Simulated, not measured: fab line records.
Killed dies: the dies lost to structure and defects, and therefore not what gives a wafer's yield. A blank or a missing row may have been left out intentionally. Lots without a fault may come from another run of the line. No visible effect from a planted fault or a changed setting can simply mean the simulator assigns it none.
Comparing a struck lot with a sound one	flow berkeley_cmos170	17 out of 331 route steps
Sound: wafers L618.1, L618.3, L618.4. Wafers struck: L624.3, L624.4, L624.5. At the end, the cause is stated.
Each step with rows lists, per side, the tool, then ch with its chambers, then its first start. Under that, the readings that differ: sound wafers	struck wafers	difference of the means	sigmas: that difference in standard deviations of wafers without a fault.
alike: words and numbers the same on both sides, and readings whose means are apart by under 2 such deviations; not compared: readings that were withheld, readings missing a value for some wafer, numbers with overlapping values and no deviation given by the record, and bounds like >300 which may hide the same value.
The two part at a step that has a row with sigmas, a row that says differs or no value, or rows on one side only. When numbers do not overlap yet have no deviation, they are printed without sigmas and do not part them. Lack of a reading on every wafer of one side parts them only where that side has two or more wafers.

first, 3 steps without rows for these wafers: UCB170_BACKSIDE_HMDS_00 (prime time 60 s); UCB170_BACKSIDE_COAT_01 (resist thk 900 nm); UCB170_BACKSIDE_SOFTBAKE_02 (time 60 s).
UCB170_BACKSIDE_STRIP_03: strips in O2.
  sound on plasma_asher-01 ch 0,1, day 8 07:52; struck on plasma_asher-04 ch 0,1, day 9 07:35
  alike: drypump_motor_current_A, o2_flow_sccm, oes_product_au, strip_time_to_endpoint_s
  not compared: rf_hours_counter_h
then, 1 step without rows for these wafers: UCB170_BACKSIDE_CLEAN_04 (cleans in SPM, time 600 s).
UCB170_SDANNEAL_RTA_00: time 10 s.
  sound on rtp_anneal-01 ch 0, day 8 08:09; struck on rtp_anneal-01 ch 0, day 9 07:51
  alike: lamp_power_pct, wafer_temp_C_max
UCB170_SDANNEAL_RTA_01: time 5 s.
  sound on rtp_anneal-01 ch 0, day 8 08:13; struck on rtp_anneal-01 ch 0, day 9 07:55
  alike: lamp_power_pct, wafer_temp_C_max
UCB170_SDANNEAL_RS_MEAS_02: a four-point-probe measurement.
  sound on film_metro-03 at day 8 08:17; struck on film_metro-03 at day 9 07:59
  alike: PSD_RS
UCB170_SDANNEAL_RS_MEAS_03: a four-point-probe measurement.
  sound on film_metro-03 at day 8 08:24; struck on film_metro-03 at day 9 08:07
  alike: NSD_RS
UCB170_SDANNEAL_RS_MEAS_04: a four-point-probe measurement.
  sound on film_metro-03 at day 8 08:31; struck on film_metro-03 at day 9 08:14
  alike: PLDD_RS
UCB170_SDANNEAL_RS_MEAS_05: a four-point-probe measurement.
  sound on film_metro-03 at day 8 08:38; struck on film_metro-03 at day 9 08:21
  alike: NLDD_RS
then, 1 step without rows for these wafers: UCB170_SILICIDE_PRE_CLEAN_00 (preclean etch time 60 s).
UCB170_SILICIDE_SPUTTER_01: material Ti, target thk 30 nm, time 25 s.
  sound on pvd_sputter-03 at day 8 08:49; struck on pvd_sputter-03 at day 9 08:41
  alike: cathode_dc_power_W, throttle_valve_pct
UCB170_SILICIDE_RS_MEAS_02: a four-point-probe measurement.
  sound on film_metro-02 at day 8 08:51; struck on film_metro-02 at day 9 08:46
reading	sound	struck	difference	sigmas
SILICIDE_TI_RS (ohm/sq)	26.5 26.3 26.4	11.8 11.8 11.8	-14.6	-43
UCB170_SILICIDE_THK_MEAS_03: measures by xrf.
  sound on film_metro-02 at day 8 08:58; struck on film_metro-02 at day 9 08:52
reading	sound	struck	difference	sigmas
SILICIDE_TI_THK (nm)	29.5 29.6 29.5	59.7 59.5 59.7	+30.1	+94
UCB170_SILICIDE_RTA_04: time 15 s.
  sound on rtp_anneal-01 ch 0, day 8 09:02; struck on rtp_anneal-01 ch 0, day 9 08:56
  alike: lamp_power_pct, wafer_temp_C_max
UCB170_M3_PROBE_99:
  the record has rows for the sound wafers here (prober-02, day 9 08:20) and none for the struck ones

WHERE THEY PART
First at UCB170_SILICIDE_RS_MEAS_02; last, within this record, at UCB170_M3_PROBE_99.

WHY: the cause the simulator had injected
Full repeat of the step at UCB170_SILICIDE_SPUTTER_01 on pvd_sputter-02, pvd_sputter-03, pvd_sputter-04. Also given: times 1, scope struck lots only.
